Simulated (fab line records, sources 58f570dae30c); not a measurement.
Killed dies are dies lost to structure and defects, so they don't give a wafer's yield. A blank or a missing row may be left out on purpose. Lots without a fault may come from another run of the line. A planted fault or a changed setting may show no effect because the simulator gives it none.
Which tool did it? | flow berkeley_cmos170 | 14 lots, 42 wafers sampled, at 1 step of a route of 331

WHAT THE GAUGES READ, wafer by wafer
UCB170_NLDD_TW_MEAS_11. Usual: NLDD_TW 2220, standard deviation 21.
lot  | measured     | on            | NLDD_TW        | flag
L857 | day 6 06:33  | film_metro-01 | 2196 2196 2183 |
L860 | day 6 06:41  | film_metro-01 | 2192 2204 2201 |
L859 | day 6 06:56  | film_metro-03 | 2212 2224 2209 |
L861 | day 6 17:08  | film_metro-02 | 2260 2249 2244 |
L863 | day 6 22:55  | film_metro-01 | 2204 2199 2185 |
L865 | day 7 11:51  | film_metro-01 | 2193 2194 2190 |
L867 | day 7 20:53  | film_metro-02 | 2238 2244 2240 |
L869 | day 8 05:27  | film_metro-03 | 2213 2216 2216 |
L868 | day 8 05:53  | film_metro-03 | 2208 2213 2211 |
L870 | day 8 20:15  | film_metro-01 | 2191 2197 2194 |
L877 | day 10 08:11 | film_metro-02 | 2229 2235 2236 |
L878 | day 10 15:13 | film_metro-01 | 2206 2190 2196 |
L879 | day 10 23:38 | film_metro-03 | 2213 2220 2208 |
L880 | day 10 23:47 | film_metro-02 | 2229 2240 2227 |

WHICH TOOL RAN EACH LOT (tool, then ch and the chambers of the sampled wafers, then the start)
The record holds no process step before these readings.

WHAT THE TOOLS THEMSELVES READ (means of the sampled wafers that have a number; where no wafer has one, the mark that the record gives instead)
The record holds no such reading with a usual standard deviation.

THE ANSWER, worked out from the rows above alone
Rule: a lot is off if the mean of its wafers that have a number lies more than 3 standard deviations from the usual mean. A lot without any number at a reading at which 4 lots or more have one is off too. The other lots that the step has rows for count as sound. The gauges are gone through in route order, then the tools' own readings, and for those a lot's mean is taken as printed above. The first step at which some lot is off is used, and at that step the reading that is off furthest; a lot without a number counts as furthest.
No lot is off at any reading shown: from this, nothing can be told.

WHAT THE SIMULATOR HAD PUT IN
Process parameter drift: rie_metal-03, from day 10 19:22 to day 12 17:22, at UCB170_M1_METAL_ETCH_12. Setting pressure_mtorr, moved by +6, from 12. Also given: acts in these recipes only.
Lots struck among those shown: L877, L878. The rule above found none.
